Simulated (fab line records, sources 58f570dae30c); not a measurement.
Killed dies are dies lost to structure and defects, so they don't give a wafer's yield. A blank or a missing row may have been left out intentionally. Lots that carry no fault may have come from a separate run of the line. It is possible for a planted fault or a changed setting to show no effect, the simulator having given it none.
Chamber matching -- flow berkeley-cmos170 -- 4 sister chambers for UCB170_GATE_ETCH_14 on rie-diel-04
The step etches BARC in N2/H2. 4 wafers are shown with their chamber, then 7 later ones without.

== WAFERS PAIRED WITH THEIR CHAMBERS ==
wafer,chamber,drypump-motor-current-A (A)
L204.5,3,5.91
L207.4,0,5.68
L211.1,1,5.86
L211.2,2,6.17

== WAFERS WITHOUT THEIR CHAMBER ==
wafer,drypump-motor-current-A (A)
L211.6,5.85
L213.1,5.89
L213.2,5.69
L213.3,5.88
L222.1,5.83
L222.2,5.91
L222.6,5.70

== WHICH CHAMBER EACH ONE RAN IN ==
wafer,from the rows above,in truth
L211.6,1,1
L213.1,can't be placed: 3 or 1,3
L213.2,0,0
L213.3,can't be placed: 1 or 3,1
L222.1,1,1
L222.2,3,3
L222.6,0,0
Placed correctly: 5 of 7. Not placeable from these rows: 2 (in 2, the candidates include the true chamber). Wrongly placed: 0.
How it was worked out, from the rows above alone: a wafer's distance from a chamber is the root of the sum, over the readings, of the square of ((its reading less the chamber's mean) divided by the reading's scatter). The wafer belongs to the nearest chamber; if the next one is less than 2 further off, it can't be placed. For every chamber, the mean is computed from those of its wafers that are shown. The scatter: root of mean squared gap, hidden wafer to nearest shown wafer, with one shown wafer a chamber.
